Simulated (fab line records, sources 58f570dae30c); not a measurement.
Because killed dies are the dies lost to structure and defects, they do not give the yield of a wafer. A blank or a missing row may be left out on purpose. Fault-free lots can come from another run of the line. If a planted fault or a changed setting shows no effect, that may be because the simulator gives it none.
Check of tool commonality | flow berkeley_cmos170 | 14 lots and 42 wafers in the sample

## WHAT PROMPTED THE OPENING
At UCB170_M1_RS_MEAS_01 the reading M1_AL_RS is flagged on 2 of 14 lots. Fault-free wafers read 0.0487 ohm/sq, with a standard deviation of 0.00058.
Rule: a lot gets a flag if all its wafers with a number sit over 4 standard deviations from that mean, or if no wafer of it has a number. The other lots count as sound.

lot  | measured     | on            | M1_AL_RS (ohm/sq), wafer by wafer | flag
L950 | day 6 20:18  | film_metro-04 | 0.0492 0.0491 0.0480              |
L953 | day 7 15:17  | film_metro-01 | 0.0489 0.0494 0.0489              |
L952 | day 7 15:34  | film_metro-04 | 0.0482 0.0488 0.0492              |
L954 | day 8 02:17  | film_metro-01 | 0.0491 0.0486 0.0485              |
L956 | day 8 13:28  | film_metro-02 | 0.0487 0.0488 0.0488              |
L957 | day 8 13:46  | film_metro-02 | 0.0483 0.0486 0.0488              |
L958 | day 9 03:52  | film_metro-04 | 0.0482 0.0482 0.0480              |
L960 | day 9 19:10  | film_metro-01 | 0.0487 0.0483 0.0478              |
L961 | day 9 20:34  | film_metro-01 | 0.0484 0.0481 0.0480              |
L963 | day 9 20:50  | film_metro-04 | 0.0412 0.0413 0.0412              | FLAGGED
L967 | day 10 12:48 | film_metro-02 | 0.0417 0.0418 0.0416              | FLAGGED
L969 | day 11 09:55 | film_metro-04 | 0.0495 0.0494 0.0498              |
L972 | day 11 13:34 | film_metro-04 | 0.0497 0.0495 0.0493              |
L971 | day 11 16:07 | film_metro-02 | 0.0488 0.0493 0.0495              |
Average over the flagged lots: 0.0415 ohm/sq; offset from the usual -0.0072 ohm/sq, equal to -12 standard deviations.

## LOT BY LOT: THE TOOL USED
2 process steps preceding the reading are held in the record, out of 331 steps in the route. Read each cell as the tool, then ch plus the chambers that the sampled wafers visited, then the start.
lot  | flag    | UCB170_CONTACT_STRIP_19              | UCB170_M1_SPUTTER_00
L950 |         | plasma_asher-03 ch 0,1, day 6 19:50  | pvd_sputter-04, day 6 20:14
L953 |         | plasma_asher-03 ch 1, day 7 14:48    | pvd_sputter-02, day 7 15:12
L952 |         | plasma_asher-02 ch 0,1, day 7 15:05  | pvd_sputter-04, day 7 15:26
L954 |         | plasma_asher-02 ch 0,1, day 8 01:48  | pvd_sputter-02, day 8 02:11
L956 |         | plasma_asher-02 ch 0,1, day 8 13:01  | pvd_sputter-04, day 8 13:25
L957 |         | plasma_asher-01 ch 0,1, day 8 13:18  | pvd_sputter-01, day 8 13:43
L958 |         | plasma_asher-01 ch 1, day 9 03:23    | pvd_sputter-01, day 9 03:47
L960 |         | plasma_asher-03 ch 0,1, day 9 18:39  | pvd_sputter-04, day 9 19:02
L961 |         | plasma_asher-01 ch 0,1, day 9 20:07  | pvd_sputter-02, day 9 20:30
L963 | FLAGGED | plasma_asher-02 ch 0,1, day 9 20:22  | pvd_sputter-04, day 9 20:46
L967 | FLAGGED | plasma_asher-03 ch 0,1, day 10 12:21 | pvd_sputter-04, day 10 12:44
L969 |         | plasma_asher-03 ch 0,1, day 11 09:23 | pvd_sputter-01, day 11 09:47
L972 |         | plasma_asher-01 ch 0,1, day 11 13:04 | pvd_sputter-02, day 11 13:30
L971 |         | plasma_asher-02 ch 0,1, day 11 15:33 | pvd_sputter-01, day 11 16:03
What the steps here do:
- UCB170_CONTACT_STRIP_19: strips in O2.
- UCB170_M1_SPUTTER_00: material Al, target thk 600 nm, time 80 s.
- UCB170_M1_RS_MEAS_01: measures by four-point-probe.

## FLAGGED OVER TOTAL, TOOL BY TOOL (the gauges that took the reading come last)
step                    | tool            | lots run | flagged | share of the flagged lots | sound lots run after its first flagged lot
UCB170_CONTACT_STRIP_19 | plasma_asher-01 | 4        | 0       | none                      | -
UCB170_CONTACT_STRIP_19 | plasma_asher-02 | 5        | 1       | some                      | 1 (L971)
UCB170_CONTACT_STRIP_19 | plasma_asher-03 | 5        | 1       | some                      | 1 (L969)
UCB170_M1_SPUTTER_00    | pvd_sputter-01  | 4        | 0       | none                      | -
UCB170_M1_SPUTTER_00    | pvd_sputter-02  | 4        | 0       | none                      | -
UCB170_M1_SPUTTER_00    | pvd_sputter-04  | 6        | 2       | all                       | 0
UCB170_M1_RS_MEAS_01    | film_metro-01   | 4        | 0       | none                      | -
UCB170_M1_RS_MEAS_01    | film_metro-02   | 4        | 1       | some                      | 1 (L971)
UCB170_M1_RS_MEAS_01    | film_metro-04   | 6        | 1       | some                      | 2 (L969,L972)

## WHAT IS ALLOWED BY THE TABLE
1 row of the table ran every flagged lot: pvd_sputter-04 at UCB170_M1_SPUTTER_00.
- pvd_sputter-04 at UCB170_M1_SPUTTER_00: 2 of its 6 lots flagged. It ran its last sound lot, L960, at day 9 19:02 and its first flagged lot, L963, at day 9 20:46: a fault with its onset between the two fits. Its own readings lie more than 4 standard deviations out on every wafer of the flagged lots: chamber_pressure_pa, throttle_valve_pct.
Left over: one tool, pvd_sputter-04 at UCB170_M1_SPUTTER_00.

## WHAT THE SIMULATOR PUT IN
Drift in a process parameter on pvd_sputter-04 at UCB170_M1_SPUTTER_00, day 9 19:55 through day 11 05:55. Setting chamber_pressure_pa, moved by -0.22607, from 0.5. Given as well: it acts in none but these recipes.
Lots struck among those shown: L963, L967. The rule above reached the same finding.
